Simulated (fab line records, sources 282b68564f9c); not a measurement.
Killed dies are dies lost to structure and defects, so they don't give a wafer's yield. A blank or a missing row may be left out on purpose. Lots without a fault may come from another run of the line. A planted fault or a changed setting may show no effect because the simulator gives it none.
A struck lot beside a sound one | flow rit_cmos | 21 steps out of a route of 202
Sound: wafers L106.2, L106.4, L106.5. Struck: wafers L110.1, L110.5, L110.6. The cause comes at the end.
At each step with rows: each side's tool, then ch and its chambers, then its first start. Under that, the readings that differ: sound wafers | struck wafers | difference of the means | sigmas: that difference in standard deviations of wafers without a fault.
alike: readings whose means differ by less than 2 such deviations, and words and numbers that are the same on both sides. not compared: withheld readings, readings that some wafer has no value for, bounds like >300 that may hide the same value, and numbers for which the record gives no deviation and whose values overlap.
The two part at a step that has a row with sigmas, a row that says differs or no value, or rows on one side only. Numbers that don't overlap but have no deviation are shown without sigmas and don't part them. A reading that every wafer of one side lacks parts them only if that side has two wafers or more.

RIT_PLDD_OVL_MEAS_06:
  sound on overlay-02, day 3 00:37; struck on overlay-01, day 3 19:27
  alike: PLDD_OVL
then, 2 steps without rows for these wafers: RIT_PLDD_HARDBAKE_07 (time 60 s); RIT_PLDD_IMPLANT_08.
RIT_PLDD_STRIP_09: strips in O2, time 180 s.
  sound on plasma_asher-04 ch 0,1, day 3 00:57; struck on plasma_asher-02 ch 0,1, day 3 19:47
  alike: drypump_motor_current_A
  not compared: rf_hours_counter_h
RIT_PLDD_TW_MEAS_10:
  sound on film_metro-03, day 3 01:08; struck on film_metro-01, day 3 19:58
  alike: PLDD_TW
then, 4 steps without rows for these wafers: RIT_SPACER_CLEAN_00 (cleans in SC1, time 600 s); RIT_SPACER_CLEAN_01 (cleans in dHF, time 30 s); RIT_SPACER_CLEAN_02 (cleans in SC2, time 600 s); RIT_SPACER_CVD_03 (deposits Si3N4 from SiH2Cl2/NH3, target thk 250 nm, time 3300 s).
RIT_SPACER_THK_MEAS_04:
  sound on film_metro-04, day 3 03:29; struck on film_metro-04, day 3 22:18
  reading                 | sound             | struck            | difference | sigmas
  SPACER_NITRIDE_THK (nm) | 249.2 246.5 249.7 | 252.9 255.4 251.8 | +4.9       | +2
RIT_SPACER_ETCHBACK_05: etches Si3N4 in SF6/CHF3, stops on SiO2, target depth 250 nm, time 240 s.
  sound on rie_diel-02 ch 1,2,3, day 3 03:32; struck on rie_diel-02 ch 0,1,3, day 3 22:22
  alike: drypump_motor_current_A, oes_product_au, throttle_valve_pct
  not compared: rf_hours_counter_h
then, 1 step without rows for these wafers: RIT_NSD_HMDS_00 (prime time 60 s).
RIT_NSD_COAT_01: resist thk 1000 nm.
  sound on litho_track-03 ch 0, day 3 03:51; struck on litho_track-02 ch 0, day 3 22:43
  reading                                  | sound          | struck            | difference | sigmas
  dispense_pressure_kPa (kPa)              | 45.7 45.6 45.6 | 51.3 51.2 51.3    | +5.6       | +2
  model.NOVOLAK_of_NSD_COAT_01.thk_nm (nm) | 1001 1003 1001 | 981.4 983.7 977.9 | -20.7      |
then, 4 steps without rows for these wafers: RIT_NSD_SOFTBAKE_02 (time 60 s); RIT_NSD_EXPOSE_03 (exposes mask M9, target cd 40700 nm); RIT_NSD_PEB_04; RIT_NSD_DEVELOP_05 (develop time 50 s).
RIT_NSD_OVL_MEAS_06:
  sound on overlay-02, day 3 04:43; struck on overlay-02, day 3 23:36
  alike: NSD_OVL
RIT_NSD_HARDBAKE_07: time 60 s.
  sound on litho_track-03 ch 0, day 3 04:47; struck on litho_track-02 ch 0, day 3 23:38
  reading                                  | sound             | struck            | difference | sigmas
  model.NOVOLAK_of_NSD_COAT_01.thk_nm (nm) | 884.5 886.5 884.8 | 867.5 869.5 864.4 | -18.1      |
then, 1 step without rows for these wafers: RIT_NSD_IMPLANT_08.
RIT_M1_PROBE_99:
  the record has rows for the struck wafers here (prober-02, day 4 09:31) and none for the sound ones

WHERE THEY PART
First at RIT_SPACER_THK_MEAS_04; last, within this record, at RIT_M1_PROBE_99.

WHY: what the simulator had put in
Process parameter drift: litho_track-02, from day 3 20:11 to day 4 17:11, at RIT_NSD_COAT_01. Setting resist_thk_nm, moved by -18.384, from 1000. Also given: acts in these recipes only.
